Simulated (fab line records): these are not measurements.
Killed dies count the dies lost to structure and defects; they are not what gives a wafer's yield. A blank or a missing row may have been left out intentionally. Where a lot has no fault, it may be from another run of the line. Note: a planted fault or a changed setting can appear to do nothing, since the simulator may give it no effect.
Code-filled problem report in 8D (eight disciplines) form + flow rit cmos + the parts of the form that need people (team, actions taken, sign-off) are left out

## 1. THE PROBLEM
SILICIDE_TI_RS at RIT_SILICIDE_RS_MEAS_02 reads a mean of 42.3 ohm/sq on 6 wafers of 2 lots; wafers without a fault read 47.8 ohm/sq with a standard deviation of 0.75. That is -7.4 standard deviations from the usual mean.
The step: measures by four-point-probe.
Earliest sighting: wafer L259.2 on film metro-04 at day 6 10:14. The record has a number at this step for 42 wafers belonging to 14 lots. Rule for "out", or "out of limits": more than 4 standard deviations from the usual mean. The rest of the wafers with a number are treated as sound.

## 2. WHAT IT IS, AND WHAT IT ISN'T
| question                    | is                     | is not                                                                    |
|-----------------------------|------------------------|---------------------------------------------------------------------------|
| which readings at this step | SILICIDE_TI_RS         | -                                                                         |
| which lots                  | L259, L261             | L244, L245, L247, L248, L249, L250, L251, L252, L253, L254, L264, L266    |
| which wafers of those lots  | all that have a number | -                                                                         |
| read on which gauges        | film metro-04          | film metro-02, film metro-03                                              |
| when                        | from day 6 10:14       | up to then (30 sound wafers); but 6 sound wafers of L264, L266 came after |

## 3. THE SUSPECTS, EACH WITH WHAT RULES IT OUT
Counting: a tool stays on the suspect list if, at a process step up to the reading, it processed all lots that are out and no sound lot following the first of them.
- the gauge at RIT_SILICIDE_RS_MEAS_02: ruled out. All the wafers that are out were read on film metro-04, but those of them that RIT_SILICIDE_SPUTTER_01 has rows for are out there too, on other tools.
- pvd sputter-03 at RIT_SILICIDE_SPUTTER_01 (material Ti, target thk 30 nm, time 240 s): kept. It processed each lot that is out, first L259 at day 6 10:04, and no sound lot thereafter; up to then, the last sound lot it processed was L253 at day 5 04:25. Out on those wafers are its own readings of cathode dc power W.
The count leaves pvd sputter-03 at RIT_SILICIDE_SPUTTER_01.

## 4. THE CAUSE (what the simulator had put in)
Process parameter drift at RIT_SILICIDE_SPUTTER_01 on pvd sputter-03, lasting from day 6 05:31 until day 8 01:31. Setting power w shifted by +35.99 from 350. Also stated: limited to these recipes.
After counting, this tool was the only one left.

## 5. THE EFFECT CHAIN, in route order
Rows list readings where the struck wafers' mean (over those with a number) sits beyond 3 standard deviations from the usual. Readings are gone through only where the record gives a usual standard deviation; hours: the median, over the lots, of the time from a lot's start at the first step in this table giving one to that lot's start at this step; sigmas: the change measured in usual standard deviations.
| hours | step                     | reading            | usual       | on struck wafers | change | sigmas      |
|-------|--------------------------|--------------------|-------------|------------------|--------|-------------|
| 0     | RIT_SILICIDE_SPUTTER_01  | cathode dc power W | 349.99 W    | 385.98           | +35.99 | +99 or more |
| 0     | RIT_SILICIDE_RS_MEAS_02  | SILICIDE_TI_RS     | 47.8 ohm/sq | 42.3             | -5.5   | -7.4        |
| 0     | RIT_SILICIDE_THK_MEAS_03 | SILICIDE_TI_THK    | 30.0 nm     | 33.0             | +3.0   | +6.8        |
It contains these process steps:
- RIT_SILICIDE_SPUTTER_01: material Ti, target thk 30 nm, time 240 s.

## 6. WHAT WOULD HAVE CAUGHT IT SOONER
The first out-of-limits reading at a measuring or inspecting step in this record came at day 6 10:14, 5 hours after the fault's start at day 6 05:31.
Tool's own readings at RIT_SILICIDE_SPUTTER_01, cathode dc power W: out on all struck wafers the step has rows for; an alarm limit on them would have tripped on the first.
Of the lots that are out (2), L261 began RIT_SILICIDE_SPUTTER_01 on pvd sputter-03 after day 6 10:14. Holding the tool at that time would have saved it.
